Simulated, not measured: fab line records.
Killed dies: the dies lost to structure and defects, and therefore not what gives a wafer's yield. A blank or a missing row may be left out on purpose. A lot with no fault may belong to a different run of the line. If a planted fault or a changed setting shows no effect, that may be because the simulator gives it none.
8D (eight disciplines) problem report, filled in by code    flow rit cmos    the parts of the form that need people (team, actions taken, sign-off) are left out

## 1. WHAT WENT WRONG
Mean of killed_at_M0_to_M3 at RIT_M1_PROBE_99: 28.2 across 5 wafers in 3 lots; on wafers with no fault it is 0.0 (standard deviation 0.14). That is +99 or more standard deviations from the usual mean.
First observed at day 6 02:53: wafer L494.6, on prober-01. The record has a number at this step for 27 wafers belonging to 9 lots. Rule for "out" (also "out of limits"): further than 4 standard deviations from the usual mean. Any other wafer with a number is counted as sound.

## 2. WHAT IT IS, AND WHAT IT ISN'T
question                     is                                                                                                       is not
which readings at this step  killed_at_M0_to_M3, defect limited yield, killed dies, sort_bin_5_function, sort n pass, sort yield pct  killed at front end, killed open
which lots                   L494, L496, L499                                                                                         L482, L485, L500, L502, L503, L505
which wafers of those lots   L494.6, L496.1, L496.5, L499.3, L499.6                                                                   L494.3, L494.5, L496.6, L499.5
read on which tools          prober-01, prober-02                                                                                     -
when                         from day 6 02:53                                                                                         up to then (8 sound wafers); but 14 sound wafers of L496, L499, L500, L502, L503, L505 came after

## 3. THE SUSPECTS, EACH WITH WHAT RULES IT OUT
Counting: any tool at a process step up to the reading remains a suspect provided it ran every lot that is out. Sound lots after the first of them don't rule it out here, since some wafers of a struck lot are sound.
- rie metal-03 at RIT_M1_METAL_ETCH_12 (etches Al in Cl2/BCl3, stops on SiO2, time 165 s, target depth 600 nm): kept. Every lot that is out went through it, the first being L494 (day 6 00:26); the last sound lot it ran before that was L485 (day 3 23:17).
- Within rie metal-03 at RIT_M1_METAL_ETCH_12, the wafers that are out were processed in chamber 1 and their sound lot-mates in chamber 0.
The count leaves rie metal-03 at RIT_M1_METAL_ETCH_12.

## 4. THE CAUSE (what the simulator had put in)
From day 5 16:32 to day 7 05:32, rie metal-03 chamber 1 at RIT_M1_METAL_ETCH_12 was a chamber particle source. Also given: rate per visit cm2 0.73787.
After counting, this tool was the only one left.

## 5. SEQUENCE OF EFFECTS, ordered by route
Each row: a reading where the mean over the struck wafers with a number is more than 3 standard deviations away from the usual. Only readings for which the record gives a usual standard deviation are gone through. hours: the time from each lot's start at the first step in this table that gives one to its start at this step, as a median over the lots. sigmas: the change in usual standard deviations.
hours  step             reading               usual   on struck wafers  change  sigmas
0      RIT_M1_PROBE_99  defect limited yield  97.5 %  86.5              -11.0   -11
0      RIT_M1_PROBE_99  killed_at_M0_to_M3    0.0     28.2              +28.2   +99 or more
0      RIT_M1_PROBE_99  killed dies           6.7     35.6              +28.9   +11
0      RIT_M1_PROBE_99  sort_bin_3_pad_short  0.1 %   2.4               +2.3    +12
0      RIT_M1_PROBE_99  sort_bin_5_function   1.5 %   8.7               +7.2    +9.8
0      RIT_M1_PROBE_99  sort n pass           257.3   228.4             -28.9   -11
0      RIT_M1_PROBE_99  sort yield pct        97.5 %  86.5              -11.0   -11
Here are the process steps it includes:
- RIT_M1_PROBE_99

## 6. HOW IT WOULD HAVE BEEN CAUGHT EARLIER
The fault began at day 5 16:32; the first out-of-limits reading in this record came at day 6 02:53, 10 hours later.
An alarm limit of 4 standard deviations would not have fired on the tool readings at RIT_M1_METAL_ETCH_12 for which the record gives a usual standard deviation, since none of them was out on any struck wafer.
Of the lots that are out (3), L496, L499 began RIT_M1_METAL_ETCH_12 on rie metal-03 after day 6 02:53. A hold on the tool at that time would have spared those 2.
